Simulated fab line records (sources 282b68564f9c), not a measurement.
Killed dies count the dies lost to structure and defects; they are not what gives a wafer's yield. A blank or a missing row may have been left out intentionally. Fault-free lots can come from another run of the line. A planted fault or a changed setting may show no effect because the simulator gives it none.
A struck lot beside a sound one	flow rit cmos	43 steps out of a route of 202
Sound: these wafers, L735.2, L735.4, L735.6. Struck: wafers L734.1, L734.2, L734.3. The cause is named last.
For every step that has rows: the tool of each side, followed by ch and its chambers, followed by its first start. Under that, the readings that differ: sound wafers	struck wafers	difference of the means	sigmas: that difference in standard deviations of wafers without a fault.
alike: same words and numbers on both sides, and readings whose means sit less than 2 such deviations apart. not compared: any withheld reading, any reading some wafer has no value for, any bound like >300 that may hide the same value, and any number with overlapping values for which the record gives no deviation.
The two part at a step that has a row with sigmas, a row that says differs or no value, or rows on one side only. Numbers that have no deviation but don't overlap get no sigmas and don't part them. A reading that every wafer of one side lacks parts them only if that side has two wafers or more.

first, 2 steps without rows for these wafers: RIT_NLDD_HARDBAKE_07 (time 60 s); RIT_NLDD_IMPLANT_08.
RIT_NLDD_STRIP_09: strips in O2, time 180 s.
  sound on plasma asher-02 ch 0,1, day 6 22:33; struck on plasma asher-02 ch 0,1, day 6 13:33
  alike: drypump motor current A
  not compared: rf hours counter h
RIT_NLDD_TW_MEAS_10:
  sound on film metro-02, day 6 22:44; struck on film metro-04, day 6 13:43
  alike: NLDD_TW
then, 6 steps without rows for these wafers: RIT_PLDD_HMDS_00 (prime time 60 s); RIT_PLDD_COAT_01 (resist thk 1000 nm); RIT_PLDD_SOFTBAKE_02 (time 60 s); RIT_PLDD_EXPOSE_03 (exposes mask M8, target cd 40900 nm); RIT_PLDD_PEB_04; RIT_PLDD_DEVELOP_05 (develop time 50 s).
RIT_PLDD_OVL_MEAS_06:
  sound on overlay-01, day 6 23:46; struck on overlay-01, day 6 14:44
reading	sound	struck	difference	sigmas
PLDD_OVL (nm)	3.1 2.5 3.7	-0.2 -0.4 -1.3	-3.7	-2
then, 1 step without rows for these wafers: RIT_PLDD_HARDBAKE_07 (time 60 s).
RIT_PLDD_IMPLANT_08:
  sound on implanter-01 ch 0, day 7 00:00; struck on implanter-02 ch 0, day 6 14:56
  alike: beam on s, dose ions cm2
RIT_PLDD_STRIP_09: strips in O2, time 180 s.
  sound on plasma asher-03 ch 1, day 7 00:08; struck on plasma asher-03 ch 0,1, day 6 15:05
  alike: drypump motor current A
  not compared: rf hours counter h
RIT_PLDD_TW_MEAS_10:
  sound on film metro-03, day 7 00:19; struck on film metro-03, day 6 15:16
  alike: PLDD_TW
then, 4 steps without rows for these wafers: RIT_SPACER_CLEAN_00 (cleans in SC1, time 600 s); RIT_SPACER_CLEAN_01 (cleans in dHF, time 30 s); RIT_SPACER_CLEAN_02 (cleans in SC2, time 600 s); RIT_SPACER_CVD_03 (deposits Si3N4 from SiH2Cl2/NH3, target thk 250 nm, time 3300 s).
RIT_SPACER_THK_MEAS_04:
  sound on film metro-01, day 7 02:41; struck on film metro-02, day 6 17:38
  alike: SPACER_NITRIDE_THK
RIT_SPACER_ETCHBACK_05: etches Si3N4 in SF6/CHF3, stops on SiO2, target depth 250 nm, time 240 s.
  sound on rie diel-04 ch 0,1,3, day 7 02:44; struck on rie diel-04 ch 0,1,2, day 6 17:41
  alike: drypump motor current A, oes product au, throttle valve pct
  not compared: rf hours counter h
then, 6 steps without rows for these wafers: RIT_NSD_HMDS_00 (prime time 60 s); RIT_NSD_COAT_01 (resist thk 1000 nm); RIT_NSD_SOFTBAKE_02 (time 60 s); RIT_NSD_EXPOSE_03 (exposes mask M9, target cd 40700 nm); RIT_NSD_PEB_04; RIT_NSD_DEVELOP_05 (develop time 50 s).
RIT_NSD_OVL_MEAS_06:
  sound on overlay-02, day 7 03:44; struck on overlay-01, day 6 18:57
  alike: NSD_OVL
then, 2 steps without rows for these wafers: RIT_NSD_HARDBAKE_07 (time 60 s); RIT_NSD_IMPLANT_08.
RIT_NSD_STRIP_09: strips in O2, time 180 s.
  sound on plasma asher-01 ch 0,1, day 7 04:04; struck on plasma asher-03 ch 0,1, day 6 19:17
  alike: drypump motor current A
  not compared: rf hours counter h
RIT_NSD_TW_MEAS_10:
  sound on film metro-03, day 7 04:16; struck on film metro-04, day 6 19:28
  alike: NSD_TW
then, 6 steps without rows for these wafers: RIT_PSD_HMDS_00 (prime time 60 s); RIT_PSD_COAT_01 (resist thk 1000 nm); RIT_PSD_SOFTBAKE_02 (time 60 s); RIT_PSD_EXPOSE_03 (exposes mask M10, target cd 40900 nm); RIT_PSD_PEB_04; RIT_PSD_DEVELOP_05 (develop time 50 s).
RIT_PSD_OVL_MEAS_06:
  sound on overlay-01, day 7 05:10; struck on overlay-02, day 6 20:30
  alike: PSD_OVL
then, 2 steps without rows for these wafers: RIT_PSD_HARDBAKE_07 (time 60 s); RIT_PSD_IMPLANT_08.
RIT_PSD_STRIP_09: strips in O2, time 180 s.
  sound on plasma asher-04 ch 0,1, day 7 05:29; struck on plasma asher-03 ch 0,1, day 6 20:50
  alike: drypump motor current A
  not compared: rf hours counter h
RIT_M1_PROBE_99:
  sound on prober-01, day 7 13:51; struck on prober-02, day 7 04:56
reading	sound	struck	difference	sigmas
model.etest.diode nwell sub.leak log10 a cm2	-7.095 -7.486 -7.391	-6.733 -6.915 -6.726	+0.533	
  alike: killed at front end, killed dies, killed open, killed short

## WHERE THEY PART
Only at RIT_PLDD_OVL_MEAS_06, as far as this record shows. Later steps at which nothing parts them and some readings are alike: RIT_PLDD_IMPLANT_08, RIT_PLDD_STRIP_09, RIT_PLDD_TW_MEAS_10, RIT_SPACER_THK_MEAS_04, RIT_SPACER_ETCHBACK_05, RIT_NSD_OVL_MEAS_06, RIT_NSD_STRIP_09, RIT_NSD_TW_MEAS_10, RIT_PSD_OVL_MEAS_06, RIT_PSD_STRIP_09, RIT_M1_PROBE_99.

WHY: what the simulator had put in
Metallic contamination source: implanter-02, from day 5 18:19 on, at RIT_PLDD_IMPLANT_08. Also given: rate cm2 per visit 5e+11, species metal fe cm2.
